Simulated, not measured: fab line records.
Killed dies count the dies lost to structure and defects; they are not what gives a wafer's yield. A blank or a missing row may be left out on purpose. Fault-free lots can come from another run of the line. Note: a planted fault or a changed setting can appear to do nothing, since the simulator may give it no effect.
Shared-tool check | flow berkeley cmos170 | Sampled: 14 lots, 42 wafers

== THE REASON FOR OPENING IT ==
Of 14 lots, 2 have the reading NLDD_TW flagged at UCB170_NLDD_TW_MEAS_11. Fault-free wafers read 2203, with a standard deviation of 19.
Rule: a lot is flagged when every wafer of it that has a number lies more than 4 standard deviations from that mean, or none has a number. As for the other lots, they are considered sound.

lot  | measured     | on            | NLDD_TW, wafer by wafer | flag
L720 | day 6 03:41  | film metro-03 | 2236 2240 2237          |
L721 | day 6 19:54  | film metro-04 | 2200 2207 2223          |
L722 | day 7 06:43  | film metro-02 | 2233 2228 2233          |
L724 | day 7 06:56  | film metro-02 | 2228 2238 2240          |
L723 | day 7 07:29  | film metro-02 | 2233 2241 2231          |
L726 | day 8 04:59  | film metro-04 | 2182 2185 2175          |
L725 | day 8 05:41  | film metro-04 | 2173 2190 2180          |
L730 | day 8 20:08  | film metro-04 | 3110 3095 3110          | FLAGGED
L732 | day 9 03:31  | film metro-02 | 3131 3131 3135          | FLAGGED
L736 | day 10 06:24 | film metro-02 | 2205 2200 2206          |
L738 | day 10 06:37 | film metro-04 | 2194 2203 2205          |
L737 | day 10 07:00 | film metro-04 | 2200 2187 2202          |
L739 | day 10 14:30 | film metro-03 | 2204 2190 2200          |
L742 | day 10 20:23 | film metro-04 | 2186 2203 2206          |
The numbers of the flagged lots are 3119 on average: +916 against the usual, or +48 standard deviations.

== LOT BY LOT: THE TOOL USED ==
2 process steps preceding the reading are held in the record, out of 331 steps in the route. Cell contents, in order: the tool; ch with the chambers the sampled wafers went through; the start.
lot  | flag    | UCB170_NLDD_IMPLANT_08          | UCB170_NLDD_STRIP_10
L720 |         | implanter-01 ch 0, day 6 03:17  | plasma asher-04 ch 0,1, day 6 03:35
L721 |         | implanter-04 ch 0, day 6 19:30  | plasma asher-04 ch 0,1, day 6 19:48
L722 |         | implanter-01 ch 0, day 7 06:19  | plasma asher-02 ch 0,1, day 7 06:37
L724 |         | implanter-02 ch 0, day 7 06:32  | plasma asher-01 ch 0,1, day 7 06:50
L723 |         | implanter-01 ch 0, day 7 07:05  | plasma asher-04 ch 0,1, day 7 07:23
L726 |         | implanter-04 ch 0, day 8 04:36  | plasma asher-02 ch 0,1, day 8 04:52
L725 |         | implanter-02 ch 0, day 8 05:17  | plasma asher-04 ch 0,1, day 8 05:35
L730 | FLAGGED | implanter-01 ch 0, day 8 19:46  | plasma asher-04 ch 0,1, day 8 20:02
L732 | FLAGGED | implanter-01 ch 0, day 9 03:08  | plasma asher-01 ch 0,1, day 9 03:25
L736 |         | implanter-04 ch 0, day 10 06:02 | plasma asher-04 ch 0,1, day 10 06:19
L738 |         | implanter-02 ch 0, day 10 06:13 | plasma asher-02 ch 0,1, day 10 06:31
L737 |         | implanter-04 ch 0, day 10 06:38 | plasma asher-02 ch 0,1, day 10 06:55
L739 |         | implanter-02 ch 0, day 10 14:06 | plasma asher-04 ch 0,1, day 10 14:24
L742 |         | implanter-02 ch 0, day 10 20:01 | plasma asher-01 ch 0,1, day 10 20:18
What these steps do:
- UCB170_NLDD_IMPLANT_08
- UCB170_NLDD_STRIP_10: strips in O2.
- UCB170_NLDD_TW_MEAS_11

== FLAGGED AGAINST TOTAL, ONE TOOL AT A TIME (gauges that did the reading follow at the end) ==
step                   | tool            | lots run | flagged | share of the flagged lots | sound lots run after its first flagged lot
UCB170_NLDD_IMPLANT_08 | implanter-01    | 5        | 2       | all                       | 0
UCB170_NLDD_IMPLANT_08 | implanter-02    | 5        | 0       | none                      | -
UCB170_NLDD_IMPLANT_08 | implanter-04    | 4        | 0       | none                      | -
UCB170_NLDD_STRIP_10   | plasma asher-01 | 3        | 1       | some                      | 1 (L742)
UCB170_NLDD_STRIP_10   | plasma asher-02 | 4        | 0       | none                      | -
UCB170_NLDD_STRIP_10   | plasma asher-04 | 7        | 1       | some                      | 2 (L736,L739)
UCB170_NLDD_TW_MEAS_11 | film metro-02   | 5        | 1       | some                      | 1 (L736)
UCB170_NLDD_TW_MEAS_11 | film metro-03   | 2        | 0       | none                      | -
UCB170_NLDD_TW_MEAS_11 | film metro-04   | 7        | 1       | some                      | 3 (L738,L737,L742)

== WHAT THE TABLE ALLOWS ==
Rows of the table that ran each flagged lot: 1, that is implanter-01 at UCB170_NLDD_IMPLANT_08.
- implanter-01 at UCB170_NLDD_IMPLANT_08: 2 of its 5 lots flagged. Last sound lot L723 at day 7 07:05, first flagged lot L730 at day 8 19:46; a fault beginning in between fits. Its own readings (beam on s, dose ions cm2, faraday current uA) fall more than 4 standard deviations out on all wafers of the flagged lots.
implanter-01 at UCB170_NLDD_IMPLANT_08 is the single tool remaining.

== WHAT THE SIMULATOR PUT IN ==
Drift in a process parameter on implanter-01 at UCB170_NLDD_IMPLANT_08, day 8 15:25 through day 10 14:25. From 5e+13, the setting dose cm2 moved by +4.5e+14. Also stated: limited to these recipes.
Struck lots among those shown: L730, L732. The rule given above showed the same thing.
